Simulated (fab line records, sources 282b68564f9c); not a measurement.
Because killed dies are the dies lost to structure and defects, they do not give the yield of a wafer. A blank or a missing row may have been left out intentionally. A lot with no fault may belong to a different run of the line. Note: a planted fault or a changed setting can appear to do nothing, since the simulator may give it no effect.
fab line records | flow rit_cmos
record: lots: 6 | wafers: 18 | last_day: 7
route steps=202 shown NSD@131 PSD@142 M1@202
lots untouched by any fault: they come from a run of this same line in which no faults occurred
start_h: hours from the record's first day to the start of the lot's first wafer shown | wait_h: hours elapsed since this lot's preceding step | " identical to the entry in the row above | L1.1+2: one row covering several wafers at once | - value missing, or start not given | * or withheld: withheld | < > ~ a bound
route shown NAME@n: NAME is a module with steps in the file, n the number in the route of the first one | usual: mean and standard deviation over wafers with no fault | same: alike in all rows | chamber/n: place in a boat | sites: readings site by site | _std_site: how widely they spread, as a standard deviation | _edge_site: mean of outer sites minus mean of inner sites | radius_mm: for every site, how far away it sits from the centre of the wafer | mask NAME#n: copy n | behind: the most recent tool/chamber to have shaped the wafer | hold: why the lot went on hold/how many hours it stayed there/how the hold came to an end | device: the n, p or np transistor that did not switch | end of line: at the end of the route, the tests of the same wafers | a step with no rows: only its recipe | killed: dies lost to structure and defects at the first sort, not the wafer's yield | map: the dies of a wafer, with x for killed, . for not killed, _ for no die there
set.NAME: the setting as run; set.NAME@STEP: as run at that earlier step | model.NAME: the simulator's own value behind a step, which no gauge read
lots at selected steps of the route; one table per step, one row per wafer
services: from which hour (start_h, from the record's first day; less than 0 if before it) a tool's chamber was out of use, for how many hours, and why
== steps ==
step: RIT_NSD_HMDS_00
recipe: prime_time_s: 60 | prime_temp_c: 140
step: RIT_NSD_COAT_01
recipe: resist: NOVOLAK | spin_rpm: 3250 | resist_thk_nm: 1000
step: RIT_NSD_SOFTBAKE_02
recipe: resist: NOVOLAK | temp_c: 90 | time_s: 60
step: RIT_NSD_EXPOSE_03
recipe: mask_id: M9 | na: 0.57 | target_cd_nm: 40700 | dose_mj: 250
step: RIT_NSD_PEB_04
recipe: resist: NOVOLAK | temp_c: withheld | time_s: withheld
step: RIT_NSD_DEVELOP_05
recipe: resist: NOVOLAK | develop_time_s: 50 | dev_temp_c: 23
step: RIT_NSD_OVL_MEAS_06
usual: NSD_OVL: -0.4/1.1
lot.wafer | tool       | chamber | start_h | wait_h | NSD_OVL[nm]
L375.2    | overlay-01 | -       | 47.64   | -      | -2.5
L375.3    | "          | -       | "       | "      | -3.7
L375.6    | "          | -       | "       | "      | -3.6
L376.3    | overlay-01 | -       | 51.85   | -      | 0.4
L376.5    | "          | -       | "       | "      | -1.0
L376.6    | "          | -       | "       | "      | -0.2
L381.1    | overlay-01 | -       | 77.43   | -      | -0.7
L381.2    | "          | -       | "       | "      | -0.3
L381.3    | "          | -       | "       | "      | -0.9
L387.1    | overlay-02 | -       | 111.00  | -      | -0.1
L387.3    | "          | -       | "       | "      | -0.5
L387.6    | "          | -       | "       | "      | -1.0
L391.2    | overlay-01 | -       | 132.08  | -      | -2.0
L391.4    | "          | -       | "       | "      | -0.3
L391.6    | "          | -       | "       | "      | -1.0
L395.1    | overlay-01 | -       | 150.29  | -      | 0.3
L395.3    | "          | -       | "       | "      | -0.1
L395.6    | "          | -       | "       | "      | 0.3
step: RIT_NSD_HARDBAKE_07
recipe: resist: NOVOLAK | temp_c: 140 | time_s: 60
step: RIT_NSD_IMPLANT_08
recipe: species: P | energy_kev: 25 | dose_cm2: 1e+15 | tilt_deg: 7
step: RIT_NSD_STRIP_09
recipe: chemistry: O2 | time_s: 180 | resist: NOVOLAK | platen_temp_c: withheld | power_w: 500 | pressure_mtorr: 4000 | o2_flow_sccm: 4000
usual: chamber_pressure_mTorr: 4000/3.8 | drypump_motor_current_A: 5.7/0.49
lot.wafer | tool            | chamber | start_h | wait_h | chamber_pressure_mTorr | drypump_motor_current_A | rf_hours_counter_h
L375.2    | plasma_asher-04 | 1       | 47.97   | 0.1    | 4005                   | 6.3                     | 41
L375.3    | "               | 0       | "       | "      | 4003                   | 5.9                     | -
L375.6    | "               | 1       | "       | "      | 3998                   | 6.3                     | -
L376.3    | plasma_asher-02 | 1       | 52.24   | 0.1    | 4010                   | 5.1                     | -
L376.5    | "               | 1       | "       | "      | 3997                   | 5.1                     | -
L376.6    | "               | 0       | "       | "      | 3999                   | 6.1                     | -
L381.1    | plasma_asher-02 | 1       | 77.78   | 0.1    | 3993                   | 5.1                     | 27
L381.2    | "               | 0       | "       | "      | 4005                   | 6.1                     | 27
L381.3    | "               | 0       | "       | "      | 3996                   | 6.1                     | -
L387.1    | plasma_asher-03 | 1       | 111.33  | 0.1    | 4004                   | 6.1                     | 47
L387.3    | "               | 1       | "       | "      | 3997                   | 6.1                     | -
L387.6    | "               | 0       | "       | "      | 4003                   | 5.2                     | -
L391.2    | plasma_asher-04 | 1       | 132.45  | 0.1    | 3996                   | 6.3                     | 1
L391.4    | "               | 1       | "       | "      | 3992                   | 6.2                     | -
L391.6    | "               | 0       | "       | "      | 4001                   | 5.9                     | -
L395.1    | plasma_asher-03 | 0       | 150.63  | 0.1    | 4000                   | 5.1                     | 52
L395.3    | "               | 0       | "       | "      | 4004                   | 5.1                     | -
L395.6    | "               | 1       | "       | "      | 4001                   | 6.1                     | -
step: RIT_NSD_TW_MEAS_10
usual: NSD_TW: 3134/23
lot.wafer | tool          | chamber | start_h | wait_h | NSD_TW
L375.2    | film_metro-04 | -       | 48.15   | 0.1    | 3164
L375.3    | "             | -       | "       | "      | 3166
L375.6    | "             | -       | "       | "      | 3165
L376.3    | film_metro-04 | -       | 52.37   | 0.1    | 3177
L376.5    | "             | -       | "       | "      | 3178
L376.6    | "             | -       | "       | "      | 3164
L381.1    | film_metro-04 | -       | 77.95   | 0.1    | 3168
L381.2    | "             | -       | "       | "      | 3176
L381.3    | "             | -       | "       | "      | 3155
L387.1    | film_metro-03 | -       | 111.51  | 0.1    | 3144
L387.3    | "             | -       | "       | "      | 3134
L387.6    | "             | -       | "       | "      | 3126
L391.2    | film_metro-04 | -       | 132.64  | 0.1    | 3156
L391.4    | "             | -       | "       | "      | 3157
L391.6    | "             | -       | "       | "      | 3156
L395.1    | film_metro-03 | -       | 150.80  | 0.1    | 3123
L395.3    | "             | -       | "       | "      | 3112
L395.6    | "             | -       | "       | "      | 3127
step: RIT_PSD_HMDS_00
recipe: prime_time_s: 60 | prime_temp_c: 140
step: RIT_PSD_COAT_01
recipe: resist: NOVOLAK | spin_rpm: 3250 | resist_thk_nm: 1000
usual: dispense_pressure_kPa: 52.8/1.6 | exhaust_pa: 44.8/0.94 | spin_speed_rpm: 3250.0/2.3
lot.wafer | tool           | chamber | start_h | wait_h | dispense_pressure_kPa | exhaust_pa | spin_speed_rpm | model.NOVOLAK_of_PSD_COAT_01.thk_nm
L375.2    | litho_track-03 | 0       | 48.38   | 0.1    | 52.6                  | 47.4       | 3250.4         | 998.4
L375.3    | "              | 0       | "       | "      | 52.6                  | 47.5       | 3247.6         | 999.2
L375.6    | "              | 0       | "       | "      | 52.6                  | 45.0       | 3253.5         | 999.1
L376.3    | litho_track-01 | 0       | 52.61   | 0.1    | 54.7                  | 45.1       | 3245.3         | 998.4
L376.5    | "              | 0       | "       | "      | 54.7                  | 44.9       | 3246.1         | 995.6
L376.6    | "              | 0       | "       | "      | 54.7                  | 43.4       | 3250.5         | 1000
L381.1    | litho_track-02 | 0       | 78.16   | 0.1    | 51.2                  | 44.9       | 3418.5         | 978.8
L381.2    | "              | 0       | "       | "      | 51.1                  | 46.5       | 3421.5         | 978.4
L381.3    | "              | 0       | "       | "      | 51.2                  | 44.7       | 3422.6         | 975.2
L387.1    | litho_track-02 | 0       | 111.72  | 0.1    | 51.2                  | 45.3       | 3420.4         | 968.7
L387.3    | "              | 0       | "       | "      | 51.2                  | 45.7       | 3422.0         | 969.9
L387.6    | "              | 0       | "       | "      | 51.1                  | 45.9       | 3421.7         | 968.3
L391.2    | litho_track-01 | 0       | 133.14  | 0.1    | 54.7                  | 44.9       | 3251.6         | 1000
L391.4    | "              | 0       | "       | "      | 54.7                  | 44.3       | 3248.7         | 1001
L391.6    | "              | 0       | "       | "      | 54.7                  | 44.5       | 3246.9         | 1003
L395.1    | litho_track-01 | 0       | 151.01  | 0.1    | 54.7                  | 45.5       | 3246.9         | 996.7
L395.3    | "              | 0       | "       | "      | 54.7                  | 45.0       | 3253.7         | 999.2
L395.6    | "              | 0       | "       | "      | 54.7                  | 44.8       | 3251.8         | 996.7
step: RIT_PSD_SOFTBAKE_02
recipe: resist: NOVOLAK | temp_c: 90 | time_s: 60
step: RIT_PSD_EXPOSE_03
recipe: mask_id: M10 | na: 0.57 | target_cd_nm: 40900 | dose_mj: 250
step: RIT_PSD_PEB_04
recipe: resist: NOVOLAK | temp_c: withheld | time_s: withheld
step: RIT_PSD_DEVELOP_05
recipe: resist: NOVOLAK | develop_time_s: 50 | dev_temp_c: 23
step: RIT_PSD_OVL_MEAS_06
usual: PSD_OVL: -1.2/1.2
lot.wafer | tool       | chamber | start_h | wait_h | PSD_OVL[nm]
L375.2    | overlay-01 | -       | 49.06   | -      | -0.3
L375.3    | "          | -       | "       | "      | -1.5
L375.6    | "          | -       | "       | "      | -1.8
L376.3    | overlay-02 | -       | 53.27   | -      | -1.0
L376.5    | "          | -       | "       | "      | -2.6
L376.6    | "          | -       | "       | "      | -1.5
L381.1    | overlay-01 | -       | 78.99   | -      | -0.4
L381.2    | "          | -       | "       | "      | -0.9
L381.3    | "          | -       | "       | "      | 0.1
L387.1    | overlay-01 | -       | 112.54  | -      | -1.0
L387.3    | "          | -       | "       | "      | -0.6
L387.6    | "          | -       | "       | "      | -1.8
L391.2    | overlay-01 | -       | 133.85  | -      | -1.1
L391.4    | "          | -       | "       | "      | -1.5
L391.6    | "          | -       | "       | "      | -1.4
L395.1    | overlay-01 | -       | 151.80  | -      | 1.3
L395.3    | "          | -       | "       | "      | -0.1
L395.6    | "          | -       | "       | "      | -1.3
step: RIT_PSD_HARDBAKE_07
recipe: resist: NOVOLAK | temp_c: 140 | time_s: 60
usual: exhaust_pa: 45.2/0.9
lot.wafer | tool           | chamber | start_h | wait_h | exhaust_pa | model.NOVOLAK_of_PSD_COAT_01.thk_nm
L375.2    | litho_track-01 | 0       | 49.12   | 0.0    | 46.1       | 882.4
L375.3    | "              | 0       | "       | "      | 44.7       | 883.1
L375.6    | "              | 0       | "       | "      | 45.2       | 883
L376.3    | litho_track-03 | 0       | 53.35   | 0.1    | 44.5       | 882.4
L376.5    | "              | 0       | "       | "      | 44.5       | 880
L376.6    | "              | 0       | "       | "      | 44.9       | 883.8
L381.1    | litho_track-03 | 0       | 79.02   | 0.0    | 44.5       | 865.3
L381.2    | "              | 0       | "       | "      | 45.6       | 864.9
L381.3    | "              | 0       | "       | "      | 46.1       | 862.1
L387.1    | litho_track-02 | 0       | 112.58  | 0.0    | 45.5       | 856.4
L387.3    | "              | 0       | "       | "      | 44.7       | 857.5
L387.6    | "              | 0       | "       | "      | 44.6       | 856
L391.2    | litho_track-01 | 0       | 133.91  | 0.0    | 44.5       | 883.9
L391.4    | "              | 0       | "       | "      | 43.2       | 884.8
L391.6    | "              | 0       | "       | "      | 44.0       | 886
L395.1    | litho_track-02 | 0       | 151.87  | 0.1    | 45.4       | 880.8
L395.3    | "              | 0       | "       | "      | 46.2       | 883
L395.6    | "              | 0       | "       | "      | 45.3       | 880.8
step: RIT_PSD_IMPLANT_08
recipe: species: BF2 | energy_kev: 27 | dose_cm2: 5e+15 | tilt_deg: 7
step: RIT_M1_PROBE_99
usual: killed_at_front_end: 7/3 | killed_dies: 7/3.1 | killed_open: 3.3/2.1 | killed_short: 3.3/2
same: gross_dies: 264 | killed_at_M0_to_M3: 0 | killed_at_M4_up: 0 | killed_at_back_side: 0 | killed_at_contacts: 0 | killed_at_other: 0
lot.wafer | tool      | chamber | start_h | wait_h | killed_at_front_end | killed_dies | killed_open | killed_short
L375.2    | prober-02 | -       | 58.72   | 0.1    | 11                  | 11          | 6           | 5
L375.3    | prober-02 | -       | 58.77   | 0.2    | 7                   | 7           | 5           | 2
L375.6    | prober-02 | -       | 58.92   | 0.2    | 14                  | 14          | 6           | 8
L376.3    | prober-01 | -       | 62.26   | 0.2    | 8                   | 8           | 4           | 4
L376.5    | prober-01 | -       | 62.36   | 0.2    | 2                   | 2           | 2           | 0
L376.6    | prober-01 | -       | 62.41   | 0.2    | 4                   | 4           | 1           | 3
L381.1    | prober-02 | -       | 92.31   | 0.1    | 2                   | 2           | 1           | 1
L381.2    | prober-02 | -       | 92.36   | 0.1    | 13                  | 13          | 5           | 8
L381.3    | prober-02 | -       | 92.41   | 0.2    | 5                   | 5           | 3           | 2
L395.1    | prober-02 | -       | 165.05  | 0.1    | 7                   | 7           | 3           | 4
L395.3    | prober-02 | -       | 165.15  | 0.2    | 5                   | 5           | 2           | 3
L395.6    | prober-02 | -       | 165.30  | 0.2    | 2                   | 2           | 1           | 1
killed by level:class
L375.2 GATE:geometric_particle:open=4 GATE:geometric_particle:short=3 FOX1:geometric_particle:short=1 REOX:geometric_particle:short=1 REOX:geometric_particle:open=1 SPACER:geometric_particle:open=1
L375.3 GATE:geometric_particle:open=4 GATE:geometric_particle:short=2 REOX:geometric_particle:open=1
L375.6 GATE:geometric_particle:open=5 GATE:geometric_particle:short=4 SPACER:geometric_particle:short=3 SILICIDE:geometric_particle:short=1 SILICIDE:geometric_particle:open=1
L376.3 FOX2:geometric_particle:short=2 FOX2:geometric_particle:open=2 GATE:geometric_particle:open=1 SPACER:geometric_particle:short=1 SILICIDE:geometric_particle:short=1 SILICIDE:geometric_particle:open=1
L376.5 ACTIVE:geometric_particle:open=1 SILICIDE:geometric_particle:open=1
L376.6 FOX2:geometric_particle:short=1 GATE:geometric_particle:short=1 GATE:geometric_particle:open=1 REOX:geometric_particle:short=1
L381.1 FOX1:geometric_particle:short=1 GATE:geometric_particle:open=1
L381.2 GATE:geometric_particle:short=4 FOX1:geometric_particle:short=2 FOX2:geometric_particle:open=2 SILICIDE:geometric_particle:open=2 FOX2:geometric_particle:short=1 GATE:geometric_particle:open=1 SPACER:geometric_particle:short=1
L381.3 SILICIDE:geometric_particle:open=2 FOX1:geometric_particle:open=1 REOX:geometric_particle:short=1 SILICIDE:geometric_particle:short=1
L395.1 REOX:geometric_particle:short=3 GATE:geometric_particle:open=2 GATE:geometric_particle:short=1 REOX:geometric_particle:open=1
L395.3 REOX:geometric_particle:short=2 FOX1:geometric_particle:open=1 FOX2:geometric_particle:open=1 GATE:geometric_particle:short=1
L395.6 GATE:geometric_particle:short=1 GATE:geometric_particle:open=1
== services ==
tool            | chamber | start_h | hours | kind
plasma_asher-02 | -       | 25.15   | 1.0   | repair
plasma_asher-04 | -       | 71.89   | 1.8   | repair
plasma_asher-03 | -       | 86.78   | 4.0   | pm
plasma_asher-04 | -       | 108.75  | 9.0   | pm
plasma_asher-04 | 0       | 108.75  | 9.0   | vent_cycle
plasma_asher-04 | 1       | 108.75  | 9.0   | vent_cycle
plasma_asher-04 | 0       | 117.75  | -     | clean
plasma_asher-04 | 1       | 117.75  | -     | clean
plasma_asher-04 | -       | 126.51  | 5.2   | repair
== key ==
first_sign: step: RIT_PSD_COAT_01 | reading: spin_speed_rpm | direction: up | sigmas: 74 | usual: 3250.0 | struck: 3421.1
effect none on later readings
model_effect: step: RIT_PSD_COAT_01 | value: NOVOLAK_of_PSD_COAT_01.thk_nm | without: 998.2 | struck: 973.2
model_effect: step: RIT_PSD_HARDBAKE_07 | value: NOVOLAK_of_PSD_COAT_01.thk_nm | without: 882.2 | struck: 860.3
met_at RIT_PSD_COAT_01
struck_wafers L381.1,L381.2,L381.3,L387.1,L387.3,L387.6
tester_left_out L381,L387
fault: kind: process_parameter_drift | tool: litho_track-02 | chamber: - | onset_h: 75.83 | steps: RIT_PSD_COAT_01 | channel: spin_rpm | offset: 169.12 | shape: step | end_h: 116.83 | acts_in: these_recipes_only | stated: 3250
tester_left_out: of these lots the tester's yield and bins aren't shown, on N5 and GAA mostly nor the transistor test; their killed dies are dies lost to structure and defects alone, not to doping, threshold or leakage, so they don't give the yield
